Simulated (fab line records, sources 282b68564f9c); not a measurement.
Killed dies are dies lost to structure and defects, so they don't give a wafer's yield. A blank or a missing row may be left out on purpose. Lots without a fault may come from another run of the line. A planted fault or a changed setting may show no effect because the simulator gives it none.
One fault seen from 2 desks | flow rit_cmos | each desk has only its own numbers; what lay behind them comes last

THE METROLOGY DESK
What the gauges read, lot by lot, whatever tool the lot ran on: means of the sampled wafers that have a number. A lot is out of limits, marked OUT, if its mean lies more than 4 standard deviations from the usual mean; the brackets give that distance.
Columns: A = NRETRO_TW at RIT_NRETRO_TW_MEAS_10, usual 1033; B = PRETRO_OVL at RIT_PRETRO_OVL_MEAS_06, usual -0.3 nm; C = PLDD_OVL at RIT_PLDD_OVL_MEAS_06, usual 0.4 nm; D = cd_nm at RIT_CONTACT_CD_MEAS_90, usual 1000.3 nm
lot  | first seen here | A    | B               | C    | D
L453 | day 2 06:49     | 1060 | 0.5             | 0.9  | 998.5
L454 | day 2 12:35     | 1028 | 0.4             | 2.2  | 1000.8
L456 | day 3 00:37     | 1019 | -0.6            | 1.7  | 1001.7
L458 | day 3 07:28     | 1057 | -0.5            | 0.8  | 998.7
L459 | day 3 12:46     | 1054 | 128.3 (+86) OUT | 0.9  | 1001.3
L460 | day 3 17:12     | 1057 | 129.4 (+86) OUT | -0.7 | 1002.0
L461 | day 3 21:42     | 1058 | 127.1 (+85) OUT | 1.8  | 1001.6
L462 | day 4 03:17     | 1027 | 1.4             | -0.2 | 1000.3
L463 | day 4 07:31     | 1019 | 131.0 (+88) OUT | 0.3  | 996.7
L464 | day 4 13:22     | 1020 | 1.8             | 0.1  | 1001.9
L468 | day 5 08:47     | 1016 | 0.1             | 0.9  | 996.9
L469 | day 5 13:44     | 1016 | 1.4             | 1.2  | 999.6
L472 | day 6 05:31     | 1022 | -0.4            | -0.5 | 999.9
L473 | day 6 10:37     | 1021 | -1.8            | 2.1  | 1002.5
L474 | day 6 15:11     | 1021 | 1.1             | -0.9 | 1000.7
L476 | day 7 02:05     | 1028 | 1.3             | -0.9 | 1001.9
This desk's finding: out of limits on L459, L460, L461, L463; first on L459, day 3 13:43 (PRETRO_OVL at RIT_PRETRO_OVL_MEAS_06). In limits: L453, L454, L456, L458, L462, L464, L468, L469, L472, L473, L474, L476.

THE TOOL OWNER'S DESK: iline_stepper-01
The tool's own readings at RIT_PRETRO_EXPOSE_03 (exposes mask M5, target cd 43700 nm): means of the sampled wafers that have a number, for each lot that ran on this tool. A lot is out of limits, marked OUT, if its mean lies more than 4 standard deviations from the usual mean; the brackets give that distance.
Columns: A = focus_offset_nm at RIT_PRETRO_EXPOSE_03, usual 0.0 nm; B = reticle_temp_C at RIT_PRETRO_EXPOSE_03, usual 23.01 C
lot  | first seen here | A    | B
L453 | day 2 07:19     | -0.4 | 23.05
L454 | day 2 13:06     | 0.0  | 22.94
L456 | day 3 01:16     | -0.1 | 22.98
L458 | day 3 08:10     | 0.3  | 23.13
L459 | day 3 13:17     | -0.6 | 23.17
L460 | day 3 17:44     | -0.9 | 22.90
L461 | day 3 22:13     | -0.7 | 22.81
L463 | day 4 08:10     | 0.2  | 23.00
This desk's finding: nothing out of limits on any of the 8 lots.

PUT TOGETHER
The metrology desk could have raised an alarm at day 3 13:43, on L459, L460, L461, L463.
The tool owner's desk saw nothing out of limits.
The tool owner's desk has L459, L460, L461, L463 on record, within its limits.
Of the lots named, all ran RIT_PRETRO_EXPOSE_03 on iline_stepper-01.

WHAT THE SIMULATOR HAD PUT IN
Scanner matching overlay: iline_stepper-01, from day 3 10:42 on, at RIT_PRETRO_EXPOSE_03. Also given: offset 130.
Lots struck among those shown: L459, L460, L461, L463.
Hours from the fault's start to each desk's first reading out of limits: the metrology desk, 3.
